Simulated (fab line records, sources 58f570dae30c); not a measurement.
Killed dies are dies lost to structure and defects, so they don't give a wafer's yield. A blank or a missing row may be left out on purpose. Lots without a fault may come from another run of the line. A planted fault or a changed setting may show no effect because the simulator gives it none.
Tool commonality check | flow berkeley_cmos170 | 14 lots, 42 wafers sampled

WHY IT WAS OPENED
At UCB170_NVT_TW_MEAS_09 the reading NVT_TW is flagged on 2 of 14 lots. Wafers without a fault read 526, standard deviation 3.8.
Rule: a lot is flagged when every wafer of it that has a number lies more than 4 standard deviations from that mean, or none has a number. The other lots count as sound.

lot  | measured     | on            | NVT_TW, wafer by wafer | flag
L761 | day 6 16:04  | film_metro-01 | 528 526 527            |
L762 | day 6 16:22  | film_metro-01 | 529 531 530            |
L764 | day 7 02:35  | film_metro-01 | 524 526 523            |
L763 | day 7 02:44  | film_metro-01 | 526 525 525            |
L765 | day 7 02:47  | film_metro-04 | 526 530 532            |
L766 | day 7 18:46  | film_metro-04 | 530 531 530            |
L769 | day 8 00:22  | film_metro-01 | 520 524 526            |
L767 | day 8 00:56  | film_metro-02 | 569 567 569            | FLAGGED
L770 | day 8 13:01  | film_metro-01 | 566 565 564            | FLAGGED
L779 | day 9 19:43  | film_metro-01 | 525 526 523            |
L777 | day 9 20:04  | film_metro-01 | 523 524 522            |
L783 | day 10 20:00 | film_metro-02 | 524 524 526            |
L782 | day 10 20:11 | film_metro-01 | 525 526 525            |
L784 | day 11 01:11 | film_metro-04 | 518 518 516            |
The numbers of the flagged lots are 567 on average: +41 against the usual, or +11 standard deviations.

WHICH TOOL RAN EACH LOT
The record holds 1 process step before the reading, out of a route of 331 steps. In each cell: the tool, then ch and the chambers that the sampled wafers went through, then the start.
lot  | flag    | UCB170_NVT_IMPLANT_07
L761 |         | implanter-04 ch 0, day 6 15:50
L762 |         | implanter-04 ch 0, day 6 16:07
L764 |         | implanter-02 ch 0, day 7 02:20
L763 |         | implanter-04 ch 0, day 7 02:29
L765 |         | implanter-02 ch 0, day 7 02:34
L766 |         | implanter-02 ch 0, day 7 18:32
L769 |         | implanter-04 ch 0, day 8 00:07
L767 | FLAGGED | implanter-02 ch 0, day 8 00:43
L770 | FLAGGED | implanter-02 ch 0, day 8 12:47
L779 |         | implanter-01 ch 0, day 9 19:31
L777 |         | implanter-01 ch 0, day 9 19:50
L783 |         | implanter-01 ch 0, day 10 19:46
L782 |         | implanter-04 ch 0, day 10 19:56
L784 |         | implanter-01 ch 0, day 11 00:58
What these steps do:
- UCB170_NVT_IMPLANT_07
- UCB170_NVT_TW_MEAS_09

FLAGGED OVER TOTAL, TOOL BY TOOL (the gauges that took the reading come last)
step                  | tool          | lots run | flagged | share of the flagged lots | sound lots run after its first flagged lot
UCB170_NVT_IMPLANT_07 | implanter-01  | 4        | 0       | none                      | -
UCB170_NVT_IMPLANT_07 | implanter-02  | 5        | 2       | all                       | 0
UCB170_NVT_IMPLANT_07 | implanter-04  | 5        | 0       | none                      | -
UCB170_NVT_TW_MEAS_09 | film_metro-01 | 9        | 1       | some                      | 3 (L779,L777,L782)
UCB170_NVT_TW_MEAS_09 | film_metro-02 | 2        | 1       | some                      | 1 (L783)
UCB170_NVT_TW_MEAS_09 | film_metro-04 | 3        | 0       | none                      | -

WHAT THE TABLE ALLOWS
1 row of the table ran every flagged lot: implanter-02 at UCB170_NVT_IMPLANT_07.
- implanter-02 at UCB170_NVT_IMPLANT_07: 2 of its 5 lots flagged. Its last sound lot is L766 (day 7 18:32), its first flagged lot L767 (day 8 00:43): a fault that began between those two fits. Its own readings lie more than 4 standard deviations out on every wafer of the flagged lots: beam_energy_keV.
One tool is left: implanter-02 at UCB170_NVT_IMPLANT_07.

WHAT THE SIMULATOR HAD PUT IN
Process parameter drift: implanter-02, from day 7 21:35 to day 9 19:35, at UCB170_NVT_IMPLANT_07. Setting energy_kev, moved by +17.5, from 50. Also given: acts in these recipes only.
Lots struck among those shown: L767, L770. The rule above found the same.
